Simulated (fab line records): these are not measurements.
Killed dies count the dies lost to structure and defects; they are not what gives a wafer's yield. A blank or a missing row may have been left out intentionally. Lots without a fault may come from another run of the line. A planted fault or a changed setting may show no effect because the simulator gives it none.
Tool commonality check    flow berkeley_cmos170    Sampled: 14 lots, 42 wafers

== REASON IT WAS OPENED ==
UCB170_ACTIVE_THK_MEAS_03, reading ACTIVE_OXIDE_THK: flagged on 2 of 14 lots. No-fault wafers: 26.6 nm, standard deviation 0.51.
Rule: a lot is flagged in two cases, either no wafer of it has a number, or all its wafers with numbers fall more than 4 standard deviations from that mean. As for the other lots, they are considered sound.

lot   measured     on             ACTIVE_OXIDE_THK (nm), wafer by wafer  flag
L772  day 3 23:51  film_metro-04  27.0 26.3 26.5                         
L773  day 3 23:52  film_metro-01  26.3 26.2 26.4                         
L774  day 4 12:40  film_metro-01  26.1 26.2 26.6                         
L775  day 4 12:40  film_metro-03  26.8 26.8 26.6                         
L777  day 4 19:51  film_metro-01  26.9 27.1 26.8                         
L778  day 4 19:51  film_metro-03  26.3 26.2 26.4                         
L776  day 4 19:55  film_metro-01  27.7 27.3 26.9                         
L779  day 5 04:08  film_metro-01  30.0 30.1 29.7                         FLAGGED
L780  day 5 04:08  film_metro-03  29.6 30.3 29.9                         FLAGGED
L781  day 5 13:15  film_metro-04  25.9 25.5 26.0                         
L790  day 7 12:53  film_metro-01  26.0 25.9 26.2                         
L793  day 8 07:04  film_metro-03  27.2 27.2 26.9                         
L794  day 8 07:04  film_metro-04  26.8 26.4 26.5                         
L795  day 8 19:26  film_metro-04  27.5 27.0 27.3                         
On average the flagged lots' numbers are 29.9 nm, which is +3.3 nm against the usual, or +7 standard deviations.

== WHICH TOOL RAN EACH LOT ==
The record keeps 1 process step preceding the reading, out of 331 steps on the route. Every cell lists first the tool, next ch and the chambers used by the sampled wafers, and last the start.
lot   flag     UCB170_ACTIVE_OXIDATION_02
L772           furnace-04 ch 0, day 3 22:30
L773           furnace-04 ch 0, day 3 22:30
L774           furnace-02 ch 0, day 4 11:19
L775           furnace-02 ch 0, day 4 11:19
L777           furnace-02 ch 0, day 4 18:30
L778           furnace-02 ch 0, day 4 18:30
L776           furnace-02 ch 0, day 4 18:30
L779  FLAGGED  furnace-02 ch 0, day 5 02:47
L780  FLAGGED  furnace-02 ch 0, day 5 02:47
L781           furnace-03 ch 0, day 5 11:53
L790           furnace-03 ch 0, day 7 11:31
L793           furnace-02 ch 0, day 8 05:43
L794           furnace-02 ch 0, day 8 05:43
L795           furnace-02 ch 0, day 8 18:04
What is done by these steps:
- UCB170_ACTIVE_OXIDATION_02: target thk 26.4 nm, ox time 1260 s.
- UCB170_ACTIVE_THK_MEAS_03

== FLAGGED OVER TOTAL, TOOL BY TOOL (the gauges that took the reading come last) ==
step                        tool           lots run  flagged  share of the flagged lots  sound lots run after its first flagged lot
UCB170_ACTIVE_OXIDATION_02  furnace-02     10        2        all                        3 (L793,L794,L795)
UCB170_ACTIVE_OXIDATION_02  furnace-03     2         0        none                       -
UCB170_ACTIVE_OXIDATION_02  furnace-04     2         0        none                       -
UCB170_ACTIVE_THK_MEAS_03   film_metro-01  6         1        some                       1 (L790)
UCB170_ACTIVE_THK_MEAS_03   film_metro-03  4         1        some                       1 (L793)
UCB170_ACTIVE_THK_MEAS_03   film_metro-04  4         0        none                       -

== WHAT THE TABLE PERMITS ==
Rows of the table that ran each flagged lot: 1, that is furnace-02 at UCB170_ACTIVE_OXIDATION_02.
- furnace-02 at UCB170_ACTIVE_OXIDATION_02: 2 of its 10 lots flagged. Sound lots followed the first flagged one (L793, L794, L795) on it, something a lasting fault affecting the whole tool could not allow.
None of the table's rows ran every flagged lot and, after the first, no sound lot.

== WHAT THE SIMULATOR HAD PUT IN ==
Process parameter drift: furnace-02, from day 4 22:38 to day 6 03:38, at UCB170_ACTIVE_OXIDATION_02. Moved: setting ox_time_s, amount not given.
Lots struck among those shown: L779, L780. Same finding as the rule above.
